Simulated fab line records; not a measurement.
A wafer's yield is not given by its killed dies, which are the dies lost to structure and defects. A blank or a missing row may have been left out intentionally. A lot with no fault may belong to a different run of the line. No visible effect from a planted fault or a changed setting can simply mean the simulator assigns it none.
One fault through the eyes of 2 desks    flow berkeley-cmos170    every desk sees just its own numbers, and what lay behind them comes last

== AT THE TOOL OWNER'S DESK: litho-track-01 ==
Per lot that ran on this tool, the mean of the sampled wafers carrying a number, from the tool's own readings at UCB170_V2_SOFTBAKE_08 (time 60 s). A lot is out of limits, marked OUT, if its mean lies more than 4 standard deviations from the usual mean; the brackets give that distance.
Columns: A = run-length-s at UCB170_V2_SOFTBAKE_08, usual 88.89 s
lot   first seen here  A
L106  day 8 11:37      88.89
L112  day 9 08:56      88.84
L111  day 9 10:32      88.83
L114  day 10 14:38     88.94
L121  day 11 10:26     93.86 (+45) OUT
L125  day 12 02:46     93.92 (+46) OUT
This desk's finding: out of limits on L121, L125; first on L121, day 11 10:26 (run-length-s at UCB170_V2_SOFTBAKE_08). L106, L112, L111, L114: within limits.

== FROM THE METROLOGY DESK ==
What the gauges read, lot by lot, whatever tool the lot ran on: means of the sampled wafers that have a number. A lot is out of limits, marked OUT, if its mean lies more than 4 standard deviations from the usual mean; the brackets give that distance.
Columns: A = cd-nm at UCB170_V1_CD_MEAS_90, usual 699.9 nm; B = V2_TEOS_THK at UCB170_V2_THK_MEAS_01, usual 2000 nm
lot   first seen here  A      B
L106  day 8 04:41      700.0  2031
L110  day 9 00:48      699.2  2005
L112  day 9 03:52      699.8  2032
L108  day 9 04:05      700.9  1997
L111  day 9 05:16      700.8  2002
L115  day 10 03:32     700.0  2031
L114  day 10 05:06     700.5  1970
L113  day 10 06:26     699.7  1995
L121  day 11 05:38     697.8  1949
L123  day 11 20:10     699.9  1970
L125  day 11 21:11     699.7  2020
L127  day 12 09:11     696.9  1998
L128  day 12 10:24     699.4  2007
L129  day 12 21:18     700.4  1994
This desk's finding: nothing out of limits on any of the 14 lots.

== ALL TOGETHER ==
On L121, L125, at day 11 10:26, an alarm was possible from the tool owner's desk.
At the metrology desk, nothing out of limits was observed.
The metrology desk has L121, L125 on record, within its limits.
All the named lots went through UCB170_V2_SOFTBAKE_08 on litho-track-01.

== WHAT THE SIMULATOR HAD INSERTED ==
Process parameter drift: litho-track-01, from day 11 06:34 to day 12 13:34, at UCB170_V2_SOFTBAKE_08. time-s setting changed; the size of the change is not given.
Struck lots among those shown: L121, L125.
Hours from the fault's start to each desk's first reading out of limits: the tool owner's desk, 4.
